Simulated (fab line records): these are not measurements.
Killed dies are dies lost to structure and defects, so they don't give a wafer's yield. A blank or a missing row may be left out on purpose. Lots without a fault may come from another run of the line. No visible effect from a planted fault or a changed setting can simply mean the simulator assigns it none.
2 desks looking at one fault	flow rit_cmos	every desk sees just its own numbers, and what lay behind them comes last

== THE TOOL OWNER'S DESK: rie_metal-01 ==
The tool's own readings at RIT_M1_METAL_ETCH_12 (etches Al in Cl2/BCl3, stops on SiO2, time 165 s, target depth 600 nm): means of the sampled wafers that have a number, for each lot that ran on this tool. If a lot's mean is further than 4 standard deviations from the usual mean, the lot is out of limits and carries the mark OUT (the distance appears in the brackets).
Columns: A = drypump_motor_current_A at RIT_M1_METAL_ETCH_12, usual 5.71 A; B = oes_product_au at RIT_M1_METAL_ETCH_12, usual 0.778 a.u.; C = rf_fwd_power_W at RIT_M1_METAL_ETCH_12, usual 249.0 W; D = throttle_valve_pct at RIT_M1_METAL_ETCH_12, usual 8.27 %
lot	first seen here	A	B	C	D
L473	day 3 23:40	5.72	0.786	250.1	8.23
L476	day 4 11:33	5.74	0.767	249.4	8.16
L479	day 5 03:41	5.72	0.773	422.9 (+99 or more) OUT	8.22
L482	day 5 18:11	5.75	0.772	424.7 (+99 or more) OUT	8.15
This desk's finding: out of limits on L479, L482; first on L479, day 5 03:41 (rf_fwd_power_W at RIT_M1_METAL_ETCH_12). In limits: L473, L476.

== METROLOGY DESK ==
What the gauges read, lot by lot, whatever tool the lot ran on: means of the sampled wafers that have a number. If a lot's mean is further than 4 standard deviations from the usual mean, the lot is out of limits and carries the mark OUT (the distance appears in the brackets).
Columns: A = cd_nm at RIT_M1_CD_MEAS_90, usual 2600.1 nm
lot	first seen here	A
L471	day 3 17:58	2603.7
L472	day 3 19:55	2599.7
L473	day 4 00:10	2600.0
L474	day 4 08:14	2600.6
L476	day 4 12:04	2597.5
L479	day 5 04:11	2554.0 (-20) OUT
L482	day 5 18:42	2555.1 (-20) OUT
L484	day 6 10:29	2601.9
L486	day 6 22:40	2598.9
L488	day 7 06:57	2598.1
L490	day 7 13:06	2600.0
L491	day 7 17:44	2601.5
L493	day 8 00:59	2599.2
L494	day 8 06:02	2602.0
This desk's finding: out of limits on L479, L482; first on L479, day 5 04:11 (cd_nm at RIT_M1_CD_MEAS_90). In limits: L471, L472, L473, L474, L476, L484, L486, L488, L490, L491, L493, L494.

== ALL TOGETHER ==
The tool owner's desk could have raised an alarm at day 5 03:41, on L479, L482.
An alarm was possible from the metrology desk at day 5 04:11, on L479, L482.
Every lot named ran RIT_M1_METAL_ETCH_12 on rie_metal-01.

== WHAT THE SIMULATOR PUT IN ==
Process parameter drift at RIT_M1_METAL_ETCH_12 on rie_metal-01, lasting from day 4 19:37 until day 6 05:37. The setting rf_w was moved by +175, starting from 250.
Lots struck among those shown: L479, L482.
Time in hours from fault onset to the first out-of-limits reading at each desk: tool owner's desk 8, metrology desk 9.
